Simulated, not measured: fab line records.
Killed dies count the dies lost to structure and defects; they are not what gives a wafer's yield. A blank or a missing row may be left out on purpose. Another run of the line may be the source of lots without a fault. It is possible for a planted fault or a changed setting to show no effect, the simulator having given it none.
A lot that was struck, set against a sound lot :: flow rit_cmos :: 17 out of 202 route steps
Sound: the wafers L340.3, L340.4, L340.6. Wafers struck: L350.2, L350.4, L350.5. The cause is given at the end.
Each step with rows lists, per side, the tool, then ch with its chambers, then its first start. Under that, the readings that differ: sound wafers :: struck wafers :: difference of the means :: sigmas: that difference in standard deviations of wafers without a fault.
alike: readings with means less than 2 such deviations apart, plus words and numbers identical on both sides. not compared: withheld readings, readings lacking a value on some wafer, bounds such as >300 that could conceal the same value, and numbers that have no deviation in the record and whose values overlap.
Wherever a step has rows on one side only, a row that says differs or no value, or a row with sigmas, the two part there. Non-overlapping numbers with no deviation appear without sigmas and do not part them. A reading missing from all wafers of one side parts the sides only when that side holds two or more wafers.

RIT_NWELL_TW_MEAS_10:
  sound: film_metro-03 at day 3 09:33; struck: film_metro-03 at day 5 12:23
  alike: NWELL_TW
then, 6 steps without rows for these wafers: RIT_PWELL_HMDS_00 (prime time 60 s); RIT_PWELL_COAT_01 (resist thk 1300 nm); RIT_PWELL_SOFTBAKE_02 (time 60 s); RIT_PWELL_EXPOSE_03 (exposes mask M3, target cd 43700 nm); RIT_PWELL_PEB_04; RIT_PWELL_DEVELOP_05 (develop time 70.14 s).
RIT_PWELL_OVL_MEAS_06:
  sound: overlay-02 at day 3 10:36; struck: overlay-01 at day 5 13:39
  alike: PWELL_OVL
then, 2 steps without rows for these wafers: RIT_PWELL_HARDBAKE_07 (time 120 s); RIT_PWELL_IMPLANT_08.
RIT_PWELL_STRIP_09: strips in O2, time 180 s.
  sound on plasma_asher-04 ch 0,1, day 3 11:05; struck on plasma_asher-04 ch 0,1, day 5 14:05
  alike: drypump_motor_current_A
  not compared: rf_hours_counter_h
RIT_PWELL_TW_MEAS_10:
  sound: film_metro-04 at day 3 11:13; struck: film_metro-01 at day 5 14:16
  alike: PWELL_TW
RIT_WELLDRIVE_ANNEAL_00: time 14700 s.
  sound on furnace-01 ch 0, day 3 12:11; struck on furnace-01 ch 0, day 5 16:46
reading: spike_tc_centre_C (C)
sound: 1103.2 1102.5 1103.3
struck: 1069.8 1067.4 1068.5
difference: -34.4
sigmas: -26

reading: zone_power_centre_pct (%)
sound: 48 48 47
struck: 31 31 31
difference: -17
sigmas: -3

reading: zone_power_load_pct (%)
sound: 38.2 38.6 38.1
struck: 42.6 41.6 41.6
difference: +3.6
sigmas: +4
RIT_WELLDRIVE_RS_MEAS_01: a four-point-probe measurement.
  sound: film_metro-03 at day 3 17:18; struck: film_metro-03 at day 5 21:52
reading: NWELL_RS (ohm/sq)
sound: 275.8 276.5 276.3
struck: 290.2 282.9 280.3
difference: +8.3
sigmas: +13
RIT_WELLDRIVE_RS_MEAS_02: a four-point-probe measurement.
  sound: film_metro-03 at day 3 17:25; struck: film_metro-03 at day 5 21:59
reading: PWELL_RS (ohm/sq)
sound: 431.2 432.1 431.4
struck: 442.5 436.5 434.1
difference: +6.1
sigmas: +5
then, 1 step without rows for these wafers: RIT_NRETRO_HMDS_00 (prime time 60 s).
RIT_M1_PROBE_99:
  sound: prober-01 at day 5 07:04; struck: prober-01 at day 7 15:29
reading: model.etest.nwell_pinched.rs_ohm_sq
sound: 336.8 342.6 339.8
struck: 365.3 356.2 347.5
difference: +16.6
sigmas: 

reading: model.etest.pwell_pinched.rs_ohm_sq
sound: 462.6 464.3 461.9
struck: 475.1 468.3 468.4
difference: +7.7
sigmas: 

reading: model.etest.pmos_narrow.drive_ua_um
sound: 93.88 93.85 95.73
struck: 96.73 100.7 99.58
difference: +4.52
sigmas: 
  alike: killed_at_contacts, killed_at_front_end, killed_dies, killed_open, killed_short
  not compared: model.etest.pmos_0p3.r_on_ohm_um, model.etest.pwell.rs_ohm_sq, model.etest.pmos_0p15.drive_ua_um, model.etest.pmos_turned.drive_ua_um, model.etest.pmos_0p3.drive_ua_um

WHERE THEY PART
At RIT_WELLDRIVE_ANNEAL_00 first; at RIT_WELLDRIVE_RS_MEAS_02 last (within this record only). Later steps at which nothing parts them and some readings are alike: RIT_M1_PROBE_99.

WHY: what had been put in by the simulator
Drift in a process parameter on furnace-01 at RIT_WELLDRIVE_ANNEAL_00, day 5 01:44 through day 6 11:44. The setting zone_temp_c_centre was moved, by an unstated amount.
